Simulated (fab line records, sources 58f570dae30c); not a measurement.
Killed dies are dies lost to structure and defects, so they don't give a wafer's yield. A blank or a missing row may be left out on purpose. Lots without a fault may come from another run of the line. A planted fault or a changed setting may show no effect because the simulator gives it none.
Which tool did it? | flow berkeley_cmos170 | 7 lots, 21 wafers sampled, at 1 step of a route of 331

WHAT THE GAUGES READ, wafer by wafer
UCB170_NLDD_OVL_MEAS_07.
lot  | measured    | on         | NLDD_OVL (nm)
L953 | day 7 00:47 | overlay-02 | 15 7 12
L956 | day 7 09:19 | overlay-02 | -8 -5 -3
L958 | day 7 21:57 | overlay-01 | 9 5 1
L960 | day 8 06:04 | overlay-01 | 13 -1 8
L963 | day 9 08:34 | overlay-01 | 8 -3 4
L965 | day 9 09:13 | overlay-02 | 6 4 5
L967 | day 9 23:14 | overlay-01 | 4 2 3

WHICH TOOL RAN EACH LOT (tool, then ch and the chambers of the sampled wafers, then the start)
The record holds no process step before these readings.

THE ANSWER, worked out from the rows above alone
Rule: what is usual is taken from the lots themselves. Put in order of their means at a reading, lots are off if they are a third of the lots or fewer, leave a main group of 4 or more, and stand apart from it by a gap of 3 or more times the standard deviation of the main group's means; of several such gaps the widest counts. A main group whose means are all the same, to the digits that the tables above print for the reading, isn't used. A lot without any number at a reading at which 4 lots or more have one is off too. The other lots that the step has rows for count as sound.
No lot is off at any reading shown: from this, nothing can be told.

WHAT THE SIMULATOR HAD PUT IN
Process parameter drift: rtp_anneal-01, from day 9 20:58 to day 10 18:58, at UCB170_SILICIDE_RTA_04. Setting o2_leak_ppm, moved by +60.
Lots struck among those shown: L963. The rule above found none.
